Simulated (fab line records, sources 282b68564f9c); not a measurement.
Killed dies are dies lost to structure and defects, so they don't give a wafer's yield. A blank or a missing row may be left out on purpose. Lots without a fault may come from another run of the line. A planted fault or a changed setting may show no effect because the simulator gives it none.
A struck lot beside a sound one | flow rit_cmos | 43 steps out of a route of 202
Sound: wafers L708.3, L708.5, L708.6. Struck: wafers L716.2, L716.3, L716.5. The cause comes at the end.
At each step with rows: each side's tool, then ch and its chambers, then its first start. Under that, the readings that differ: sound wafers | struck wafers | difference of the means | sigmas: that difference in standard deviations of wafers without a fault.
alike: readings whose means differ by less than 2 such deviations, and words and numbers that are the same on both sides. not compared: withheld readings, readings that some wafer has no value for, bounds like >300 that may hide the same value, and numbers for which the record gives no deviation and whose values overlap.
The two part at a step that has a row with sigmas, a row that says differs or no value, or rows on one side only. Numbers that don't overlap but have no deviation are shown without sigmas and don't part them. A reading that every wafer of one side lacks parts them only if that side has two wafers or more.

first, 3 steps without rows for these wafers: RIT_PSD_HARDBAKE_07 (time 60 s); RIT_PSD_IMPLANT_08; RIT_PSD_STRIP_09 (strips in O2, time 180 s).
RIT_PSD_TW_MEAS_10:
  sound on film_metro-02, day 3 06:11; struck on film_metro-01, day 5 07:34
  alike: PSD_TW
then, 4 steps without rows for these wafers: RIT_SDANNEAL_CLEAN_00 (cleans in SC1, time 600 s); RIT_SDANNEAL_CLEAN_01 (cleans in dHF, time 30 s); RIT_SDANNEAL_CLEAN_02 (cleans in SC2, time 600 s); RIT_SDANNEAL_RTA_03 (time 5 s).
RIT_SDANNEAL_RS_MEAS_04: measures by four-point-probe.
  sound on film_metro-04, day 3 06:41; struck on film_metro-01, day 5 08:04
  alike: PSD_RS
RIT_SDANNEAL_RS_MEAS_05: measures by four-point-probe.
  sound on film_metro-04, day 3 06:48; struck on film_metro-01, day 5 08:11
  alike: NSD_RS
RIT_SDANNEAL_RS_MEAS_06: measures by four-point-probe.
  sound on film_metro-04, day 3 06:55; struck on film_metro-01, day 5 08:18
  alike: PLDD_RS
RIT_SDANNEAL_RS_MEAS_07: measures by four-point-probe.
  sound on film_metro-04, day 3 07:02; struck on film_metro-01, day 5 08:25
  alike: NLDD_RS
RIT_SILICIDE_WET_ETCH_00: etches SiO2 in BOE, target depth 14 nm, time 15.5 s.
  sound on wet_bench-03 ch 2, day 3 07:07; struck on wet_bench-03 ch 1, day 5 08:31
RIT_SILICIDE_SPUTTER_01: material Ti, target thk 30 nm, time 240 s.
  sound on pvd_sputter-01, day 3 07:08; struck on pvd_sputter-01, day 5 08:32
  alike: throttle_valve_pct
RIT_SILICIDE_RS_MEAS_02: measures by four-point-probe.
  sound on film_metro-03, day 3 07:19; struck on film_metro-02, day 5 08:43
  alike: SILICIDE_TI_RS
RIT_SILICIDE_THK_MEAS_03: measures by xrf.
  sound on film_metro-03, day 3 07:25; struck on film_metro-02, day 5 08:49
  alike: SILICIDE_TI_THK
then, 3 steps without rows for these wafers: RIT_SILICIDE_RTA_04 (time 10 s, ramp up 5 s, ramp down 5 s); RIT_SILICIDE_WET_ETCH_05 (etches Ti in SPM, time 120 s); RIT_SILICIDE_RTA_06 (time 10 s, ramp up 5 s, ramp down 10 s).
RIT_CONTACT_CVD_00: deposits SiO2 from TEOS, target thk 400 nm, time 61 s.
  sound on pecvd-03 ch 1,2, day 3 07:38; struck on pecvd-02 ch 1,2, day 5 09:02
  reading            | sound       | struck      | difference | sigmas
  heater_power_w (W) | 339 378 361 | 239 238 252 | -116       | -2
  not compared: since_wet_clean_h
RIT_CONTACT_THK_MEAS_01:
  sound on film_metro-01, day 3 07:43; struck on film_metro-03, day 5 09:06
  alike: CONTACT_TEOS_THK
then, 6 steps without rows for these wafers: RIT_CONTACT_HMDS_02 (prime time 60 s); RIT_CONTACT_COAT_03 (resist thk 1000 nm); RIT_CONTACT_SOFTBAKE_04 (time 60 s); RIT_CONTACT_EXPOSE_05 (exposes mask M11, target cd 1000 nm); RIT_CONTACT_PEB_06; RIT_CONTACT_DEVELOP_07 (develop time 120 s).
RIT_CONTACT_CD_MEAS_08: target cd 1000 nm.
  sound on cd_sem-01, day 3 08:46; struck on cd_sem-02, day 5 10:16
  alike: cd_nm
RIT_CONTACT_OVL_MEAS_09:
  sound on overlay-02, day 3 08:52; struck on overlay-02, day 5 10:22
  alike: CONTACT_OVL
then, 1 step without rows for these wafers: RIT_CONTACT_HARDBAKE_10 (time 60 s).
RIT_CONTACT_ETCH_11: etches SiO2 in CHF3/CF4/Ar, stops on TiSi2, target depth 480 nm, time 320 s.
  sound on rie_diel-01 ch 0,2,3, day 3 09:02; struck on rie_diel-04 ch 0,2, day 5 10:33
  alike: cf4_flow_sccm, drypump_motor_current_A, oes_product_au, throttle_valve_pct
  not compared: rf_hours_counter_h
RIT_CONTACT_STRIP_12: strips in O2, time 180 s.
  sound on plasma_asher-03 ch 0,1, day 3 09:17; struck on plasma_asher-04 ch 0,1, day 5 10:44
  alike: drypump_motor_current_A, o2_flow_sccm
  not compared: rf_hours_counter_h
RIT_CONTACT_CD_MEAS_90: target cd 1000 nm.
  sound on cd_sem-02, day 3 09:26; struck on cd_sem-02, day 5 10:56
  alike: cd_nm
then, 2 steps without rows for these wafers: RIT_CONTACT_CLEAN_13 (cleans in SC1, time 600 s); RIT_CONTACT_CLEAN_14 (cleans in SC2, time 600 s).
RIT_M1_SPUTTER_00: material Al, target thk 400 nm, time 500 s.
  sound on pvd_sputter-02, day 3 09:52; struck on pvd_sputter-04, day 5 11:23
  alike: throttle_valve_pct
RIT_M1_RS_MEAS_01: measures by four-point-probe.
  sound on film_metro-04, day 3 10:12; struck on film_metro-04, day 5 11:42
  reading           | sound                | struck               | difference | sigmas
  M1_AL_RS (ohm/sq) | 0.0712 0.0712 0.0713 | 0.0728 0.0724 0.0730 | +0.0015    | +2
RIT_M1_THK_MEAS_02: measures by xrf.
  sound on film_metro-04, day 3 10:18; struck on film_metro-04, day 5 11:49
  alike: M1_AL_THK
then, 4 steps without rows for these wafers: RIT_M1_HMDS_03 (prime time 60 s); RIT_M1_COAT_04 (resist thk 1300 nm); RIT_M1_SOFTBAKE_05 (time 60 s); RIT_M1_EXPOSE_06 (exposes mask M12, target cd 2600 nm).
RIT_M1_PROBE_99:
  sound on prober-01, day 3 14:38; struck on prober-02, day 5 15:45
  reading             | sound   | struck   | difference | sigmas
  killed_at_front_end | 11 10 5 | 37 38 32 | +27        | +9
  killed_dies         | 11 10 5 | 37 38 32 | +27        | +9
  killed_on_rim       | 5 2 1   | 11 9 8   | +7         | +5
  alike: killed_open, killed_short

WHERE THEY PART
First at RIT_CONTACT_CVD_00; last, within this record, at RIT_M1_PROBE_99.

WHY: what the simulator had put in
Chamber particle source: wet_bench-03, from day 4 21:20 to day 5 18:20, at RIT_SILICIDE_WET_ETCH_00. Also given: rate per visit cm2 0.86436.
